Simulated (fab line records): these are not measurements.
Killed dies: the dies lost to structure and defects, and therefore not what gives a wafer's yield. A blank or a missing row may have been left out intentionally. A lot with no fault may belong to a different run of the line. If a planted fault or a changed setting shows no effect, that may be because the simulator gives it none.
The tool behind it: which one? / flow berkeley cmos170 / 7 lots (21 wafers sampled), 1 step of a 331-step route

== WHAT THE GAUGES READ, wafer by wafer ==
UCB170_PWELL_TW_MEAS_17.
lot=L738; measured=day 3 14:21; on=film metro-03; PWELL_TW=377.4 379.0 378.8
lot=L744; measured=day 4 21:58; on=film metro-03; PWELL_TW=376.2 376.1 374.5
lot=L747; measured=day 5 06:10; on=film metro-04; PWELL_TW=380.5 379.7 382.2
lot=L750; measured=day 6 03:51; on=film metro-01; PWELL_TW=375.7 375.4 375.4
lot=L753; measured=day 6 10:59; on=film metro-04; PWELL_TW=379.3 377.7 381.3
lot=L756; measured=day 7 01:40; on=film metro-04; PWELL_TW=379.8 377.9 377.0
lot=L759; measured=day 8 04:29; on=film metro-01; PWELL_TW=375.1 375.1 376.7

== WHAT TOOL EACH LOT RAN ON (gives the tool, then ch and the chambers of the sampled wafers, and finally the start) ==
There is no process step in the record ahead of these readings.

== THE ANSWER, worked out from the rows above alone ==
Rule: usual is defined by the lots themselves. Put in order of their means at a reading, lots are off if they are a third of the lots or fewer, leave a main group of 4 or more, and stand apart from it by a gap of 3 or more times the standard deviation of the main group's means; of several such gaps the widest counts. Not used: any main group whose means are identical at the precision the tables above print for the reading. Also off: a lot with no number at a reading for which 4 or more lots have one. The other lots that the step has rows for count as sound.
No lot is off at any reading shown: from this, nothing can be told.

== WHAT THE SIMULATOR HAD PUT IN ==
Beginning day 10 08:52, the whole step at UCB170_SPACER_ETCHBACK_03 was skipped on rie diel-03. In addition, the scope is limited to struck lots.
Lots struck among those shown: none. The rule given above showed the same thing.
